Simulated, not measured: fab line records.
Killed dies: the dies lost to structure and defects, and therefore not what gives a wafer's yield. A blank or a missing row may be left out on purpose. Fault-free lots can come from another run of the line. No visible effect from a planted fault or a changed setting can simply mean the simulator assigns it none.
2 desks looking at one fault -- flow berkeleyCmos170 -- each desk holds nothing but its own numbers, with what lay behind them at the end

THE METROLOGY DESK
What the gauges read for every lot (on any tool): the sampled wafers with a number, averaged. Any lot whose mean is over 4 standard deviations away from the usual mean is out of limits and marked OUT; that distance is given in the brackets.
Columns: A = NWELL_OXIDE_THK at UCB170_NWELL_THK_MEAS_02, usual 26.6 nm; B = PWELL_TW at UCB170_PWELL_TW_MEAS_17, usual 374.5
lot,first seen here,A,B
L889,day 2 03:12,26.4,373.0
L890,day 2 11:59,26.1,377.3
L891,day 2 17:34,26.3,370.8
L898,day 4 01:15,26.3,376.1
L899,day 4 05:26,26.8,375.8
L903,day 4 21:13,26.6,378.3
L902,day 4 21:14,26.9,370.6
L905,day 5 09:23,26.7,376.3
L906,day 5 19:42,26.4,377.2
L907,day 5 19:42,26.2,378.1
L908,day 6 06:16,26.9,371.1
L909,day 6 06:16,26.7,377.7
L910,day 6 14:32,26.2,378.3
L911,day 6 14:32,26.1,373.9
This desk found nothing out of limits on any of the 14 lots.

FOR THE TOOL OWNER'S DESK: lithoTrack-04
The tool's own readings at UCB170_M2_COAT_05 (resist thk 900 nm): means of the sampled wafers that have a number, for each lot that ran on this tool. Any lot whose mean is over 4 standard deviations away from the usual mean is out of limits and marked OUT; that distance is given in the brackets.
Columns: A = chillPlateTempC at UCB170_M2_COAT_05, usual 22.99 C; B = exhaustPa at UCB170_M2_COAT_05, usual 45.0 Pa; C = spinSpeedRpm at UCB170_M2_COAT_05, usual 1500.1 rpm
lot,first seen here,A,B,C
L889,day 8 07:50,23.02,45.0,1499.8
L891,day 8 15:11,23.09,45.3,1500.8
L890,day 8 20:47,22.93,43.7,1499.2
L899,day 10 05:07,22.99,45.5,1549.5 (+58) OUT
L898,day 10 05:32,23.09,44.7,1550.3 (+59) OUT
L910,day 12 12:19,22.92,43.8,1498.9
L911,day 12 12:46,23.16,45.8,1500.4
This desk finds L898, L899 out of limits, L899 being first, at day 10 05:07 (spinSpeedRpm at UCB170_M2_COAT_05). Within limits: L889, L891, L890, L910, L911.

BROUGHT TOGETHER
The tool owner's desk had the chance to raise an alarm at day 10 05:07 on L898, L899.
The metrology desk saw nothing out of limits.
The metrology desk holds a record of L898, L899, inside its limits.
On lithoTrack-04, each named lot ran UCB170_M2_COAT_05.

WHAT WAS PUT IN BY THE SIMULATOR
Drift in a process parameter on lithoTrack-04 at UCB170_M2_COAT_05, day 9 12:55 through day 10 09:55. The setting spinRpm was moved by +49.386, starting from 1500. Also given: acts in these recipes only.
Lots struck among those shown: L898, L899.
Time in hours from fault onset to the first out-of-limits reading at each desk: the tool owner's desk, 16.
